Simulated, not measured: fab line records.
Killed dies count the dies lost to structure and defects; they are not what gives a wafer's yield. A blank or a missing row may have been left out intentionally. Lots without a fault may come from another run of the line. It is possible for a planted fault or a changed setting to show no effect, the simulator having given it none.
Which tool is to blame? -- flow berkeley_cmos170 -- 18 wafers from 6 lots sampled at 3 of the route's 331 steps

WHAT THE GAUGES READ, wafer by wafer
UCB170_SILICIDE_RS_MEAS_02: the measuring method here is four-point-probe.
lot,measured,on,SILICIDE_TI_RS (ohm/sq)
L261,day 8 09:34,film_metro-04,26.7 26.3 26.4
L267,day 9 12:32,film_metro-04,25.9 25.9 25.7
L265,day 9 15:11,film_metro-04,26.2 25.9 26.3
L269,day 10 10:10,film_metro-03,26.2 26.3 25.8
L271,day 11 03:34,film_metro-04,25.6 25.8 26.3
L282,day 14 01:03,film_metro-03,25.9 25.7 26.1

WHICH TOOL RAN EACH LOT (tool, then ch and the chambers of the sampled wafers, then the start)
lot,UCB170_GATE_STRIP_16,UCB170_SILICIDE_SPUTTER_01
L261,"plasma_asher-01 ch 0,1, day 7 11:36","pvd_sputter-02, day 8 09:32"
L267,"plasma_asher-03 ch 0,1, day 8 17:51","pvd_sputter-03, day 9 12:31"
L265,"plasma_asher-02 ch 0,1, day 8 18:23","pvd_sputter-02, day 9 15:08"
L269,"plasma_asher-01 ch 0,1, day 9 13:14","pvd_sputter-02, day 10 10:08"
L271,"plasma_asher-03 ch 0,1, day 10 09:54","pvd_sputter-03, day 11 03:31"
L282,"plasma_asher-02 ch 0,1, day 12 15:10","pvd_sputter-03, day 14 00:59"
- UCB170_GATE_STRIP_16: strips in O2.
- UCB170_SILICIDE_SPUTTER_01: material Ti, target thk 30 nm, time 25 s.

THE ANSWER, worked out from the rows above alone
Rule: the usual values come from the lots themselves. The widest of any qualifying gaps counts: lots, ordered by their means at a reading, are off when they make up no more than a third of the lots, leave a main group of 4 or more, and stand apart from it by 3 or more times the standard deviation of that group's means. A main group whose means are all the same, to the digits that the tables above print for the reading, isn't used. A lot without any number at a reading at which 4 lots or more have one is off too. All remaining lots with rows at the step are treated as sound.
Nothing can be told from this: no lot is off at any reading shown.

WHAT HAD BEEN PUT IN BY THE SIMULATOR
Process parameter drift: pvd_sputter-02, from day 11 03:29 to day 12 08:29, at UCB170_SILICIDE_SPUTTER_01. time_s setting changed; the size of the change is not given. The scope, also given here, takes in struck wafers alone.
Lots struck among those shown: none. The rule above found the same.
